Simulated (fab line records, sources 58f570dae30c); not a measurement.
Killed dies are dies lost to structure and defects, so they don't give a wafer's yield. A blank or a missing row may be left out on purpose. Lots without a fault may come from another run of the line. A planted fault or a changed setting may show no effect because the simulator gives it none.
Problem report in the 8D (eight disciplines) form, filled by code | flow berkeley_cmos170 | the parts of the form that need people (team, actions taken, sign-off) are left out

1. THE PROBLEM
strip_time_to_endpoint_s at UCB170_ACTIVE_STRIP_16 reads a mean of 16.34 s on 2 wafers of 1 lot; wafers without a fault read 18.10 s with a standard deviation of 0.077. That is -23 standard deviations from the usual mean.
The step: strips in O2.
First seen on wafer L553.4, day 5 00:01, on plasma_asher-04. The record holds 39 wafers of 13 lots with a number at this step. Rule for "out", or "out of limits": more than 4 standard deviations from the usual mean. The other wafers with a number count as sound.

2. WHAT IT IS AND WHAT IT IS NOT
question                    | is                       | is not
which readings at this step | strip_time_to_endpoint_s | drypump_motor_current_A, oes_product_au
which lots                  | L553                     | L550, L551, L552, L555, L560, L562, L565, L567, L569, L570, L571, L572
which wafers of those lots  | L553.4, L553.5           | L553.1
read on which tools         | plasma_asher-04          | plasma_asher-02, plasma_asher-03
when                        | from day 5 00:01         | up to then (10 sound wafers); but 27 sound wafers of L555, L560, L562, L565, L567, L569, L570, L571, L572 came after

3. SUSPECTS, AND WHAT RULES EACH OUT
Counting: a tool at a process step up to the reading stays a suspect if it ran every lot that is out. Sound lots after the first of them don't rule it out here, since some wafers of a struck lot are sound.
- rie_diel-04 at UCB170_ACTIVE_ETCH_15 (etches Si3N4 in CH3F/Ar/O2, stops on SiO2, target depth 242 nm, time 151 s): kept. It ran the lot that is out, L553 (day 4 23:55); its last sound lot up to then is L552 (day 4 23:38).
- plasma_asher-04 at UCB170_ACTIVE_STRIP_16 (strips in O2): kept. It ran the lot that is out, L553 (day 5 00:01). Its own readings are out on those wafers: strip_time_to_endpoint_s.
- Within rie_diel-04 at UCB170_ACTIVE_ETCH_15: the wafers that are out ran in chamber 3; their sound lot-mates ran in chamber 2.
Left after counting: rie_diel-04 at UCB170_ACTIVE_ETCH_15, plasma_asher-04 at UCB170_ACTIVE_STRIP_16.

4. THE CAUSE (what the simulator had put in)
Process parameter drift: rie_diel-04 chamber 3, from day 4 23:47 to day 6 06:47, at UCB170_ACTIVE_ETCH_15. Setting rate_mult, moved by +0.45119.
Counting left 2 suspects, and this tool is among them.

5. THE CHAIN OF EFFECTS, in route order
Each row: a reading whose mean over the struck wafers that have a number lies more than 3 standard deviations from the usual. Only readings for which the record gives a usual standard deviation are gone through. hours: the time from each lot's start at the first step in this table that gives one to its start at this step, as a median over the lots. sigmas: the change in usual standard deviations.
hours | step                   | reading                  | usual   | on struck wafers | change | sigmas
0     | UCB170_ACTIVE_STRIP_16 | strip_time_to_endpoint_s | 18.10 s | 16.34            | -1.76  | -23
The process steps in it:
- UCB170_ACTIVE_STRIP_16: strips in O2.
Later measuring or inspecting steps at which every struck wafer that the step has a row for has a number for every such reading, and none has moved that far: UCB170_M3_RS_MEAS_02, UCB170_M3_CD_MEAS_90.

6. WHAT WOULD HAVE CAUGHT IT SOONER
In this record the first reading out of limits was taken at day 5 00:01, 0 hours after the fault began at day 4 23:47.
Of the tool readings at UCB170_ACTIVE_ETCH_15 for which the record gives a usual standard deviation, none was out on any struck wafer, so an alarm limit of 4 standard deviations on them would not have fired.
All the lots that are out (1) had begun UCB170_ACTIVE_ETCH_15 on rie_diel-04 by day 5 00:01. A hold on the tool at that time would have spared none of them.
